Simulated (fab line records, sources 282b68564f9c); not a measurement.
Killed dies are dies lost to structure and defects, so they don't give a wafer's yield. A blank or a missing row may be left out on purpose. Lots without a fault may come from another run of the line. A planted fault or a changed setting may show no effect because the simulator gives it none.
Which tool did it? | flow rit_cmos | 7 lots, 21 wafers sampled, at 4 steps of a route of 202

WHAT THE GAUGES READ, wafer by wafer
RIT_CONTACT_THK_MEAS_01.
lot  | measured    | on            | CONTACT_TEOS_THK (nm)
L926 | day 3 13:33 | film_metro-04 | 394 395 403
L928 | day 3 23:05 | film_metro-02 | 392 393 403
L930 | day 4 07:41 | film_metro-02 | 396 399 403
L933 | day 4 23:27 | film_metro-04 | 395 390 403
L936 | day 5 19:29 | film_metro-02 | 390 398 397
L938 | day 6 01:12 | film_metro-02 | 405 275 280
L946 | day 7 16:59 | film_metro-02 | 403 397 393

WHICH TOOL RAN EACH LOT (tool, then ch and the chambers of the sampled wafers, then the start)
lot  | RIT_NRETRO_STRIP_09                 | RIT_NSD_STRIP_09                    | RIT_CONTACT_CVD_00
L926 | plasma_asher-01 ch 0,1, day 2 16:16 | plasma_asher-01 ch 0,1, day 3 10:18 | pecvd-03 ch 0,1,2, day 3 13:30
L928 | plasma_asher-03 ch 0,1, day 3 01:51 | plasma_asher-04 ch 0,1, day 3 19:56 | pecvd-04 ch 1,2, day 3 23:02
L930 | plasma_asher-03 ch 0,1, day 3 11:14 | plasma_asher-04 ch 0,1, day 4 04:26 | pecvd-01 ch 0,1, day 4 07:38
L933 | plasma_asher-03 ch 0,1, day 4 03:13 | plasma_asher-04 ch 0,1, day 4 20:12 | pecvd-01 ch 1,2, day 4 23:24
L936 | plasma_asher-03 ch 0, day 4 18:14   | plasma_asher-01 ch 0,1, day 5 16:21 | pecvd-01 ch 0,2, day 5 19:26
L938 | plasma_asher-03 ch 0,1, day 5 04:37 | plasma_asher-02 ch 0,1, day 5 21:58 | pecvd-03 ch 0,2, day 6 01:08
L946 | plasma_asher-03 ch 0,1, day 6 20:37 | plasma_asher-04 ch 0,1, day 7 13:46 | pecvd-04 ch 0,1,2, day 7 16:55
- RIT_NRETRO_STRIP_09: strips in O2, time 180 s.
- RIT_NSD_STRIP_09: strips in O2, time 180 s.
- RIT_CONTACT_CVD_00: deposits SiO2 from TEOS, target thk 400 nm, time 61 s.

THE ANSWER, worked out from the rows above alone
Rule: what is usual is taken from the lots themselves. Put in order of their means at a reading, lots are off if they are a third of the lots or fewer, leave a main group of 4 or more, and stand apart from it by a gap of 3 or more times the standard deviation of the main group's means; of several such gaps the widest counts. A main group whose means are all the same, to the digits that the tables above print for the reading, isn't used. A lot without any number at a reading at which 4 lots or more have one is off too. The other lots that the step has rows for count as sound.
Off: L938, at RIT_CONTACT_THK_MEAS_01 (CONTACT_TEOS_THK). The main group: mean 397 nm, standard deviation 1.4.
A tool fits if, at a process step before that reading, it ran every lot that is off, and no sound lot after the first of them. The gauges at RIT_CONTACT_THK_MEAS_01 are tried like those tools. Can't be told from this: 2 tools fit, plasma_asher-02 at RIT_NSD_STRIP_09, pecvd-03 at RIT_CONTACT_CVD_00.

WHAT THE SIMULATOR HAD PUT IN
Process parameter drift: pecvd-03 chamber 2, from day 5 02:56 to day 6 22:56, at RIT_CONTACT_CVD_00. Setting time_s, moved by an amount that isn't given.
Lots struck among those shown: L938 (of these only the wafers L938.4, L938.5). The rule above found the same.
